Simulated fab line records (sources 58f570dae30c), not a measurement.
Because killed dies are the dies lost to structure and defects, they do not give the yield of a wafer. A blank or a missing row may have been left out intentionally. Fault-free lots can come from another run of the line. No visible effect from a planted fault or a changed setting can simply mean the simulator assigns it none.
Which of the tools did it? | flow berkeley-cmos170 | Sampling: 14 lots, 42 wafers, 3 of 331 route steps

## WHAT THE GAUGES READ, wafer by wafer
UCB170_NWELL_TW_MEAS_16. Usual: NWELL_TW 1249, standard deviation 5.9.
lot  | measured    | on            | NWELL_TW       | flag
L716 | day 2 20:15 | film-metro-01 | 1251 1243 1256 |
L717 | day 2 20:40 | film-metro-04 | 1261 1263 1260 |
L718 | day 2 20:46 | film-metro-01 | 1240 1254 1249 |
L719 | day 3 08:47 | film-metro-01 | 1256 1246 1258 |
L721 | day 3 13:09 | film-metro-04 | 1266 1257 1262 |
L722 | day 3 13:24 | film-metro-01 | 1253 1246 1244 |
L723 | day 4 01:10 | film-metro-02 | 1245 1244 1249 |
L725 | day 4 09:42 | film-metro-02 | 1250 1245 1247 |
L727 | day 4 14:36 | film-metro-04 | 1247 1249 1251 |
L726 | day 4 14:44 | film-metro-01 | 1248 1255 1250 |
L728 | day 4 17:38 | film-metro-04 | 1250 1257 1244 |
L729 | day 4 22:52 | film-metro-04 | 1252 1255 1255 |
L733 | day 6 05:01 | film-metro-02 | 1127 1119 1127 | OFF
L736 | day 6 12:32 | film-metro-02 | 1125 1122 1132 | OFF

UCB170_NVT_OVL_MEAS_06. Usual: NVT_OVL 0 nm, standard deviation 5.
lot  | measured     | on         | NVT_OVL (nm) | flag
L716 | day 7 09:36  | overlay-02 | 2 0 -3       |
L717 | day 7 03:04  | overlay-01 | -1 -3 -6     |
L718 | day 7 02:56  | overlay-01 | 8 0 -1       |
L719 | day 7 09:29  | overlay-01 | 6 -5 2       |
L721 | day 7 09:51  | overlay-01 | 0 9 6        |
L722 | day 7 09:01  | overlay-02 | 7 -4 -4      |
L723 | day 7 20:35  | overlay-02 | -1 0 -8      |
L725 | day 8 13:29  | overlay-02 | 4 -10 1      |
L727 | day 8 07:11  | overlay-02 | -8 -8 -4     |
L726 | day 8 06:55  | overlay-01 | -2 0 -2      |
L728 | day 8 12:55  | overlay-01 | -5 -1 2      |
L729 | day 8 13:11  | overlay-02 | 7 2 2        |
L733 | day 10 02:02 | overlay-01 | -6 -3 -7     |
L736 | day 10 06:08 | overlay-02 | 1 -1 4       |

## EACH LOT AND THE TOOL THAT RAN IT (in order: tool; ch and the chambers of the sampled wafers; start)
lot  | UCB170_NWELL_IMPLANT_14
L716 | implanter-04 ch 0, day 2 20:01
L717 | implanter-03 ch 0, day 2 20:19
L718 | implanter-01 ch 0, day 2 20:31
L719 | implanter-04 ch 0, day 3 08:32
L721 | implanter-04 ch 0, day 3 12:56
L722 | implanter-03 ch 0, day 3 13:09
L723 | implanter-03 ch 0, day 4 00:55
L725 | implanter-04 ch 0, day 4 09:27
L727 | implanter-04 ch 0, day 4 14:21
L726 | implanter-03 ch 0, day 4 14:29
L728 | implanter-01 ch 0, day 4 17:25
L729 | implanter-03 ch 0, day 4 22:37
L733 | implanter-03 ch 0, day 6 04:46
L736 | implanter-03 ch 0, day 6 12:19
- UCB170_NWELL_IMPLANT_14

## WHAT THE TOOLS THEMSELVES READ (means of the sampled wafers that have a number; where no wafer has one, the mark that the record gives instead)
UCB170_NWELL_IMPLANT_14. Usual: beam-energy-keV 150.01, standard deviation 0.049; dose-ions-cm2 1e+13, standard deviation 9.3e+09; faraday-current-uA 31.7, standard deviation 0.67; tilt-deg 6.998 degrees, standard deviation 0.021.
lot  | tool         | beam-energy-keV | dose-ions-cm2 | faraday-current-uA | tilt-deg (degrees) | flag
L716 | implanter-04 | 150.01          | 1e+13         | 31.8               | 7.023              |
L717 | implanter-03 | 150.03          | 1e+13         | 31.9               | 6.989              |
L718 | implanter-01 | 149.94          | 1e+13         | 31.4               | 6.989              |
L719 | implanter-04 | 149.96          | 1e+13         | 31.0               | 7.006              |
L721 | implanter-04 | 150.00          | 1e+13         | 31.7               | 6.980              |
L722 | implanter-03 | 150.10          | 1e+13         | 30.8               | 7.000              |
L723 | implanter-03 | 149.99          | 1e+13         | 31.6               | 6.984              |
L725 | implanter-04 | 149.96          | 1e+13         | 32.4               | 6.993              |
L727 | implanter-04 | 149.97          | 1e+13         | 30.9               | 6.996              |
L726 | implanter-03 | 150.04          | 1e+13         | 31.7               | 7.029              |
L728 | implanter-01 | 149.99          | 1e+13         | 31.4               | 6.998              |
L729 | implanter-03 | 150.05          | 1e+13         | 31.8               | 6.977              |
L733 | implanter-03 | 150.03          | 7e+12         | 22.9               | 7.020              | OFF
L736 | implanter-03 | 149.98          | 7e+12         | 23.4               | 7.003              | OFF

## THE ANSWER, worked out from the rows above alone
Rule: take the mean of a lot's wafers that have a number; if it is more than 3 standard deviations from the usual mean, the lot is off. Also off: a lot with no number at a reading for which 4 or more lots have one. The other lots that the step has rows for count as sound. After the gauges, taken in route order, come the tools' own readings; for these a lot's mean is taken, as printed above. The first step at which some lot is off is used, and at that step the reading that is off furthest; a lot without a number counts as furthest.
Off: L733, L736, seen at UCB170_NWELL_TW_MEAS_16 (NWELL_TW).
If a tool, at a process step before that reading, ran all the lots that are off and no sound lot after the first of them, it fits. The gauges at UCB170_NWELL_TW_MEAS_16 aren't tried: what is off there is off at UCB170_NWELL_IMPLANT_14 too, on other tools, and a gauge's error can't cause that. One fits: implanter-03 at UCB170_NWELL_IMPLANT_14. Its last sound lot is L729 (day 4 22:37), its first lot that is off L733 (day 6 04:46): a fault that began between those two fits.
The tool's own readings at UCB170_NWELL_IMPLANT_14 bear it out: on the lots that are off they differ by more than 5 times the standard deviation of the sound lots' means. dose-ions-cm2 reads 7e+12 there against 1e+13 on the sound lots; faraday-current-uA reads 23.1 there against 31.5 on the sound lots.

## WHAT WAS PUT IN BY THE SIMULATOR
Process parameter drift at UCB170_NWELL_IMPLANT_14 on implanter-03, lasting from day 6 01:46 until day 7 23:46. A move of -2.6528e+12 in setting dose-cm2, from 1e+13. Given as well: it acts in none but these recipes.
Shown lots that were struck: L733, L736. The rule given above showed the same thing.
